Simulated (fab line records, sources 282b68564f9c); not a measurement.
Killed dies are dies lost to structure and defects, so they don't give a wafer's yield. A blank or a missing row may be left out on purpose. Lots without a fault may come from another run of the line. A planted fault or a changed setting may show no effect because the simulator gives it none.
Split-lot experiment | flow rit_cmos | 5 lots, 23 wafers read, on a route of 202 steps

THE SPLIT
At RIT_SILICIDE_SPUTTER_01 (material Ti, target thk 30 nm, time 240 s), the setting chamber_pressure_pa was moved away from the recipe's 0.667 Pa on 15 of the 23 wafers read, by -8.4% to +5.5%. The other wafers ran this setting at the recipe's value.

The file shows no step between the split and the reading.

THE READING
SILICIDE_TI_RS, in ohm/sq, at RIT_SILICIDE_RS_MEAS_02 (measures by four-point-probe). Fault-free wafers of this fab line usually give 47.9 ohm/sq, standard deviation 0.75 ohm/sq.

wafer  | tool, chamber at the split | chamber_pressure_pa as run, Pa | against the recipe | SILICIDE_TI_RS, ohm/sq | against lot-mates on the recipe
L074.1 | pvd_sputter-04, -          | 0.667                          | recipe             | 48.1                   | -
L074.2 | pvd_sputter-04, -          | 0.667                          | recipe             | 48.1                   | -
L074.5 | pvd_sputter-04, -          | 0.667                          | recipe             | 48.3                   | -
L075.1 | pvd_sputter-01, -          | 0.6107                         | -8.4%              | 39.0                   | no lot-mate on the recipe
L075.2 | pvd_sputter-01, -          | 0.6107                         | -8.4%              | 38.5                   | no lot-mate on the recipe
L075.4 | pvd_sputter-01, -          | 0.6107                         | -8.4%              | 39.5                   | no lot-mate on the recipe
L075.5 | pvd_sputter-01, -          | 0.6107                         | -8.4%              | 39.3                   | no lot-mate on the recipe
L075.6 | pvd_sputter-01, -          | 0.6107                         | -8.4%              | 39.8                   | no lot-mate on the recipe
L079.1 | pvd_sputter-04, -          | 0.6411                         | -3.9%              | 44.3                   | no lot-mate on the recipe
L079.2 | pvd_sputter-04, -          | 0.6411                         | -3.9%              | 44.5                   | no lot-mate on the recipe
L079.4 | pvd_sputter-04, -          | 0.6411                         | -3.9%              | 44.2                   | no lot-mate on the recipe
L079.5 | pvd_sputter-04, -          | 0.6411                         | -3.9%              | 44.5                   | no lot-mate on the recipe
L079.6 | pvd_sputter-04, -          | 0.6411                         | -3.9%              | 43.7                   | no lot-mate on the recipe
L080.1 | pvd_sputter-01, -          | 0.7034                         | +5.5%              | 52.8                   | no lot-mate on the recipe
L080.2 | pvd_sputter-01, -          | 0.7034                         | +5.5%              | 52.9                   | no lot-mate on the recipe
L080.4 | pvd_sputter-01, -          | 0.7034                         | +5.5%              | 52.1                   | no lot-mate on the recipe
L080.5 | pvd_sputter-01, -          | 0.7034                         | +5.5%              | 52.7                   | no lot-mate on the recipe
L080.6 | pvd_sputter-01, -          | 0.7034                         | +5.5%              | 52.9                   | no lot-mate on the recipe
L085.1 | pvd_sputter-03, -          | 0.667                          | recipe             | 48.0                   | -
L085.2 | pvd_sputter-03, -          | 0.667                          | recipe             | 47.4                   | -
L085.3 | pvd_sputter-03, -          | 0.667                          | recipe             | 48.6                   | -
L085.4 | pvd_sputter-03, -          | 0.667                          | recipe             | 48.3                   | -
L085.6 | pvd_sputter-03, -          | 0.667                          | recipe             | 47.7                   | -

THE FIT
A straight line over all 23 wafers: SILICIDE_TI_RS changes by +0.97 ohm/sq for each +1% of chamber_pressure_pa; r = +0.99; the points scatter about the line by 0.5 ohm/sq.
Too few moved wafers have a lot-mate on the recipe to fit a line with each lot's own level taken away.

THE WHOLE CHAIN: every reading that the file lists as answering this split, in the file's order
step                    | what it does                 | reading                                                                        | change (the file's fit)            | r (the file's)
RIT_SILICIDE_RS_MEAS_02 | measures by four-point-probe | SILICIDE_TI_RS                                                                 | +0.971 for each +1% of the setting | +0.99
RIT_M1_PROBE_99         |                              | etest.pmos_turned.r_on_ohm_um (the simulator's own value, which no gauge read) | -146 for each +1% of the setting   | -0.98

THE FILE'S OWN FIT
SILICIDE_TI_RS changes by +0.971 ohm/sq for each +1% of chamber_pressure_pa, r = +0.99.
